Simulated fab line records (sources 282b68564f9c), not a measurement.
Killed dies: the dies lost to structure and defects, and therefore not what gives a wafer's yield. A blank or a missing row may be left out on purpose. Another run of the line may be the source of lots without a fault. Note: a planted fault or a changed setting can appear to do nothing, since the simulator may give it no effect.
Split-lot experiment / flow rit_cmos / route with 202 steps; 5 lots, 23 wafers read

SPLIT DETAILS
At RIT_PRETRO_COAT_01 (resist thk 1300 nm), the setting spin_rpm was moved away from the recipe's 2000 rpm on 8 of the 23 wafers read, by -6.6% to -2.0%. All remaining wafers had this setting at the recipe value.

FROM THE SPLIT TO THE READING: what the file shows between them, 3 steps
- RIT_PRETRO_SOFTBAKE_02: time 60 s
- RIT_PRETRO_EXPOSE_03: exposes mask M5, target cd 43700 nm
- RIT_PRETRO_DEVELOP_05: develop time 68 s

THE READING
NOVOLAK_of_PRETRO_COAT_01.thk_nm (the simulator's own value, which no gauge read), in nm, at RIT_PRETRO_HARDBAKE_07 (time 120 s). The file does not state a usual value for it. Across the 15 wafers here that went through the recipe, the average is 1142 nm and the standard deviation 3 nm.

wafer=L076.1; tool, chamber at the split=litho_track-02, 0; spin_rpm as run, rpm=2000; against the recipe=recipe; NOVOLAK_of_PRETRO_COAT_01.thk_nm, nm=1143; against lot-mates on the recipe=-
wafer=L076.3; tool, chamber at the split=litho_track-02, 0; spin_rpm as run, rpm=2000; against the recipe=recipe; NOVOLAK_of_PRETRO_COAT_01.thk_nm, nm=1144; against lot-mates on the recipe=-
wafer=L076.4; tool, chamber at the split=litho_track-02, 0; spin_rpm as run, rpm=2000; against the recipe=recipe; NOVOLAK_of_PRETRO_COAT_01.thk_nm, nm=1146; against lot-mates on the recipe=-
wafer=L076.5; tool, chamber at the split=litho_track-02, 0; spin_rpm as run, rpm=2000; against the recipe=recipe; NOVOLAK_of_PRETRO_COAT_01.thk_nm, nm=1141; against lot-mates on the recipe=-
wafer=L076.6; tool, chamber at the split=litho_track-02, 0; spin_rpm as run, rpm=2000; against the recipe=recipe; NOVOLAK_of_PRETRO_COAT_01.thk_nm, nm=1142; against lot-mates on the recipe=-
wafer=L078.1; tool, chamber at the split=litho_track-01, 0; spin_rpm as run, rpm=1960; against the recipe=-2.0%; NOVOLAK_of_PRETRO_COAT_01.thk_nm, nm=1155; against lot-mates on the recipe=+11
wafer=L078.3; tool, chamber at the split=litho_track-01, 0; spin_rpm as run, rpm=1960; against the recipe=-2.0%; NOVOLAK_of_PRETRO_COAT_01.thk_nm, nm=1155; against lot-mates on the recipe=+11
wafer=L078.2; tool, chamber at the split=litho_track-01, 0; spin_rpm as run, rpm=2000; against the recipe=recipe; NOVOLAK_of_PRETRO_COAT_01.thk_nm, nm=1144; against lot-mates on the recipe=-
wafer=L078.5; tool, chamber at the split=litho_track-01, 0; spin_rpm as run, rpm=2000; against the recipe=recipe; NOVOLAK_of_PRETRO_COAT_01.thk_nm, nm=1147; against lot-mates on the recipe=-
wafer=L078.6; tool, chamber at the split=litho_track-01, 0; spin_rpm as run, rpm=2000; against the recipe=recipe; NOVOLAK_of_PRETRO_COAT_01.thk_nm, nm=1140; against lot-mates on the recipe=-
wafer=L079.1; tool, chamber at the split=litho_track-02, 0; spin_rpm as run, rpm=2000; against the recipe=recipe; NOVOLAK_of_PRETRO_COAT_01.thk_nm, nm=1148; against lot-mates on the recipe=-
wafer=L079.2; tool, chamber at the split=litho_track-02, 0; spin_rpm as run, rpm=2000; against the recipe=recipe; NOVOLAK_of_PRETRO_COAT_01.thk_nm, nm=1144; against lot-mates on the recipe=-
wafer=L079.3; tool, chamber at the split=litho_track-02, 0; spin_rpm as run, rpm=1869; against the recipe=-6.6%; NOVOLAK_of_PRETRO_COAT_01.thk_nm, nm=1182; against lot-mates on the recipe=+36
wafer=L079.4; tool, chamber at the split=litho_track-02, 0; spin_rpm as run, rpm=1869; against the recipe=-6.6%; NOVOLAK_of_PRETRO_COAT_01.thk_nm, nm=1180; against lot-mates on the recipe=+34
wafer=L079.5; tool, chamber at the split=litho_track-02, 0; spin_rpm as run, rpm=1869; against the recipe=-6.6%; NOVOLAK_of_PRETRO_COAT_01.thk_nm, nm=1183; against lot-mates on the recipe=+37
wafer=L082.3; tool, chamber at the split=litho_track-01, 0; spin_rpm as run, rpm=2000; against the recipe=recipe; NOVOLAK_of_PRETRO_COAT_01.thk_nm, nm=1138; against lot-mates on the recipe=-
wafer=L082.5; tool, chamber at the split=litho_track-01, 0; spin_rpm as run, rpm=2000; against the recipe=recipe; NOVOLAK_of_PRETRO_COAT_01.thk_nm, nm=1138; against lot-mates on the recipe=-
wafer=L082.6; tool, chamber at the split=litho_track-01, 0; spin_rpm as run, rpm=2000; against the recipe=recipe; NOVOLAK_of_PRETRO_COAT_01.thk_nm, nm=1139; against lot-mates on the recipe=-
wafer=L084.2; tool, chamber at the split=litho_track-03, 0; spin_rpm as run, rpm=2000; against the recipe=recipe; NOVOLAK_of_PRETRO_COAT_01.thk_nm, nm=1141; against lot-mates on the recipe=-
wafer=L084.3; tool, chamber at the split=litho_track-03, 0; spin_rpm as run, rpm=2000; against the recipe=recipe; NOVOLAK_of_PRETRO_COAT_01.thk_nm, nm=1141; against lot-mates on the recipe=-
wafer=L084.4; tool, chamber at the split=litho_track-03, 0; spin_rpm as run, rpm=1938; against the recipe=-3.1%; NOVOLAK_of_PRETRO_COAT_01.thk_nm, nm=1159; against lot-mates on the recipe=+18
wafer=L084.5; tool, chamber at the split=litho_track-03, 0; spin_rpm as run, rpm=1938; against the recipe=-3.1%; NOVOLAK_of_PRETRO_COAT_01.thk_nm, nm=1158; against lot-mates on the recipe=+17
wafer=L084.6; tool, chamber at the split=litho_track-03, 0; spin_rpm as run, rpm=1938; against the recipe=-3.1%; NOVOLAK_of_PRETRO_COAT_01.thk_nm, nm=1161; against lot-mates on the recipe=+20

THE FIT
A straight line over all 23 wafers: NOVOLAK_of_PRETRO_COAT_01.thk_nm changes by -5.93 nm for each +1% of spin_rpm; r = -0.98; the points scatter about the line by 2.7 nm.
The same after taking each lot's own level away (the mean of its wafers on the recipe; 23 wafers): -5.51 nm for each +1%; r = -0.99; scatter 1.7 nm.
According to that fit, moving spin_rpm by its largest amount changes the reading by 36 nm.
Measured against the standard deviation above, the lots' own levels, which go from 1138.3 to 1146.0 nm, span 2.5 times it.
The two slopes are in agreement: the lot-to-lot level therefore moves the slope only a little.
Check: +36.3 nm against its lot-mates is what the line predicts for one of the wafers moved furthest among these (-6.6%) when that wafer is left out of the fit. It came out at +36 nm against them.

THE OTHER SPLITS THESE WAFERS WENT THROUGH
These wafers also went through other splits before the reading. Each is held against what the fit with the lots' levels taken away leaves over:
other split on the same wafers=RIT_ACTIVE_CVD_03 temp_c; wafers away from the commonest value=10; r with NOVOLAK_of_PRETRO_COAT_01.thk_nm (lot level and that fit taken away)=-0.07
other split on the same wafers=RIT_ACTIVE_DEVELOP_10 dev_temp_c; wafers away from the commonest value=10; r with NOVOLAK_of_PRETRO_COAT_01.thk_nm (lot level and that fit taken away)=+0.47
other split on the same wafers=RIT_FOX2_OXIDATION_00 ox_time_s; wafers away from the commonest value=18; r with NOVOLAK_of_PRETRO_COAT_01.thk_nm (lot level and that fit taken away)=+0.00
other split on the same wafers=RIT_PWELL_IMPLANT_08 energy_kev; wafers away from the commonest value=11; r with NOVOLAK_of_PRETRO_COAT_01.thk_nm (lot level and that fit taken away)=-0.17
other split on the same wafers=RIT_NRETRO_COAT_01 resist_thk_nm; wafers away from the commonest value=7; r with NOVOLAK_of_PRETRO_COAT_01.thk_nm (lot level and that fit taken away)=+0.04

THE WHOLE CHAIN: every reading that the file lists as answering this split, in the file's order
step=RIT_PRETRO_COAT_01; what it does=resist thk 1300 nm; reading=NOVOLAK_of_PRETRO_COAT_01.thk_nm (the simulator's own value, which no gauge read); change (the file's fit)=-6.52 nm for each +1% of the setting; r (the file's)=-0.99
step=RIT_PRETRO_HARDBAKE_07; what it does=time 120 s; reading=NOVOLAK_of_PRETRO_COAT_01.thk_nm (the simulator's own value, which no gauge read); change (the file's fit)=-5.61 nm for each +1% of the setting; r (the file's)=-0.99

FILE'S OWN FIT
NOVOLAK_of_PRETRO_COAT_01.thk_nm changes by -5.61 nm for each +1% of spin_rpm, r = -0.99.
